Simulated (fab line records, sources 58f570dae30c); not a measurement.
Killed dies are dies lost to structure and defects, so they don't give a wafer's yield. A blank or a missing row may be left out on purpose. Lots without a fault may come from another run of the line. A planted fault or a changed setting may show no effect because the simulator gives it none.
Which tool did it? | flow berkeley_cmos170 | 14 lots, 42 wafers sampled, at 4 steps of a route of 331

WHAT THE GAUGES READ, wafer by wafer
UCB170_START_BOW_MEAS_00.
lot  | measured    | on            | INCOMING_BOW (um)
L328 | day 1 10:00 | film_metro-01 | -10 -3 -1
L329 | day 1 15:00 | film_metro-02 | 2 1 -4
L331 | day 2 01:01 | film_metro-01 | 18 5 3
L332 | day 2 06:00 | film_metro-04 | -6 -14 -6
L334 | day 2 16:02 | film_metro-02 | 7 -10 -4
L335 | day 2 21:01 | film_metro-04 | 8 3 6
L336 | day 3 02:01 | film_metro-01 | -4 -13 -11
L342 | day 4 08:01 | film_metro-02 | 6 8 9
L344 | day 4 18:00 | film_metro-04 | 0 4 -5
L345 | day 4 23:01 | film_metro-02 | -8 3 3
L346 | day 5 04:01 | film_metro-04 | 8 -2 5
L347 | day 5 09:00 | film_metro-02 | -5 -1 -10
L348 | day 5 14:01 | film_metro-02 | -12 -9 1
L351 | day 6 05:01 | film_metro-01 | -3 -11 6

UCB170_V2_THK_MEAS_04.
lot  | measured     | on            | V2_POLISHED_THK (nm)
L328 | day 8 01:16  | film_metro-01 | 999.3 999.5 998.1
L329 | day 8 09:02  | film_metro-01 | 1000.8 1000.4 999.0
L331 | day 8 12:27  | film_metro-01 | 999.3 999.6 1000.5
L332 | day 9 05:28  | film_metro-03 | 999.1 999.3 1000.4
L334 | day 9 06:02  | film_metro-01 | 999.5 1000.8 1000.1
L335 | day 9 06:35  | film_metro-03 | 997.3 999.9 999.4
L336 | day 9 13:26  | film_metro-03 | 998.0 998.2 999.2
L342 | day 10 12:36 | film_metro-01 | 996.8 998.2 748.0
L344 | day 11 05:07 | film_metro-04 | 997.8 749.1 748.0
L345 | day 11 05:33 | film_metro-01 | 997.9 998.6 999.9
L346 | day 11 04:53 | film_metro-04 | 997.9 997.8 999.3
L347 | day 11 16:20 | film_metro-04 | 1000.9 999.6 1000.1
L348 | day 11 16:03 | film_metro-04 | 997.8 998.4 997.3
L351 | day 12 04:50 | film_metro-01 | 999.7 1000.1 1000.0

WHICH TOOL RAN EACH LOT (tool, then ch and the chambers of the sampled wafers, then the start)
lot  | UCB170_NWELL_ETCH_13              | UCB170_V2_CMP_02
L328 | rie_diel-02 ch 0,2,3, day 2 06:23 | cmp-02 ch 0,2,3, day 8 00:51
L329 | rie_diel-04 ch 0,2,3, day 2 13:52 | cmp-01 ch 0,2,3, day 8 08:37
L331 | rie_diel-02 ch 0,2,3, day 3 02:07 | cmp-02 ch 0,1,2, day 8 12:07
L332 | rie_diel-02 ch 1,2,3, day 3 06:30 | cmp-02 ch 0,1,3, day 9 05:06
L334 | rie_diel-03 ch 0,1,3, day 3 16:56 | cmp-01 ch 0,2, day 9 05:39
L335 | rie_diel-02 ch 1,3, day 3 17:02   | cmp-02 ch 0,3, day 9 06:09
L336 | rie_diel-02 ch 2,3, day 4 02:43   | cmp-02 ch 0,2,3, day 9 13:00
L342 | rie_diel-02 ch 2,3, day 5 04:20   | cmp-01 ch 0,1, day 10 12:13
L344 | rie_diel-04 ch 1,3, day 5 19:55   | cmp-01 ch 0,1, day 11 04:41
L345 | rie_diel-03 ch 2,3, day 5 22:55   | cmp-02 ch 0,1,3, day 11 05:13
L346 | rie_diel-02 ch 2,3, day 5 22:40   | cmp-02 ch 1,3, day 11 04:27
L347 | rie_diel-02 ch 2,3, day 6 06:41   | cmp-02 ch 0,3, day 11 15:58
L348 | rie_diel-04 ch 0,1,3, day 6 12:52 | cmp-02 ch 0,1,3, day 11 15:43
L351 | rie_diel-03 ch 1,2, day 7 05:14   | cmp-02 ch 2,3, day 12 04:26
- UCB170_NWELL_ETCH_13: etches Si3N4 in CH3F/Ar/O2, stops on SiO2, target depth 246.4 nm, time 154 s.
- UCB170_V2_CMP_02: polishes SiO2.

WHAT THE TOOLS THEMSELVES READ (means of the sampled wafers that have a number; where no wafer has one, the mark that the record gives instead)
UCB170_NWELL_ETCH_13.
lot  | tool        | drypump_motor_current_A (A) | oes_product_au (a.u.) | throttle_valve_pct (%)
L328 | rie_diel-02 | 5.3                         | 0.935                 | 8.07
L329 | rie_diel-04 | 5.9                         | 0.951                 | 7.97
L331 | rie_diel-02 | 5.3                         | 0.936                 | 8.07
L332 | rie_diel-02 | 5.2                         | 0.928                 | 8.08
L334 | rie_diel-03 | 5.9                         | 0.953                 | 8.00
L335 | rie_diel-02 | 5.4                         | 0.937                 | 8.03
L336 | rie_diel-02 | 5.1                         | 0.932                 | 8.09
L342 | rie_diel-02 | 5.0                         | 0.927                 | 8.10
L344 | rie_diel-04 | 5.8                         | 0.922                 | 8.11
L345 | rie_diel-03 | 6.1                         | 0.950                 | 8.11
L346 | rie_diel-02 | 5.2                         | 0.927                 | 8.03
L347 | rie_diel-02 | 5.2                         | 0.937                 | 8.02
L348 | rie_diel-04 | 6.0                         | 0.935                 | 8.02
L351 | rie_diel-03 | 6.1                         | 0.941                 | 8.03

UCB170_V2_CMP_02.
lot  | tool   | motor_current_A (A)
L328 | cmp-02 | 14.9
L329 | cmp-01 | 15.2
L331 | cmp-02 | 14.2
L332 | cmp-02 | 15.5
L334 | cmp-01 | 14.1
L335 | cmp-02 | 15.3
L336 | cmp-02 | 14.5
L342 | cmp-01 | 14.4
L344 | cmp-01 | 14.3
L345 | cmp-02 | 15.5
L346 | cmp-02 | 16.3
L347 | cmp-02 | 14.7
L348 | cmp-02 | 15.3
L351 | cmp-02 | 15.5

THE ANSWER, worked out from the rows above alone
Rule: what is usual is taken from the lots themselves. Put in order of their means at a reading, lots are off if they are a third of the lots or fewer, leave a main group of 4 or more, and stand apart from it by a gap of 3 or more times the standard deviation of the main group's means; of several such gaps the widest counts. A main group whose means are all the same, to the digits that the tables above print for the reading, isn't used. A lot without any number at a reading at which 4 lots or more have one is off too. The other lots that the step has rows for count as sound. The gauges are gone through in route order, then the tools' own readings, and for those a lot's mean is taken as printed above. The first step at which some lot is off is used, and at that step the reading that is off furthest; a lot without a number counts as furthest.
Off: L342, L344, at UCB170_V2_THK_MEAS_04 (V2_POLISHED_THK). The main group: mean 999.2 nm, standard deviation 0.77.
A tool fits if, at a process step before that reading, it ran every lot that is off, and no sound lot after the first of them. The gauges at UCB170_V2_THK_MEAS_04 are tried like those tools. One fits: cmp-01 at UCB170_V2_CMP_02. Its last sound lot is L334 (day 9 05:39), its first lot that is off L342 (day 10 12:13): a fault that began between those two fits.

WHAT THE SIMULATOR HAD PUT IN
Process parameter drift: cmp-01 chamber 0, from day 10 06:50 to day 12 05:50, at UCB170_V2_CMP_02. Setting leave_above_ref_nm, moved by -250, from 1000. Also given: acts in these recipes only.
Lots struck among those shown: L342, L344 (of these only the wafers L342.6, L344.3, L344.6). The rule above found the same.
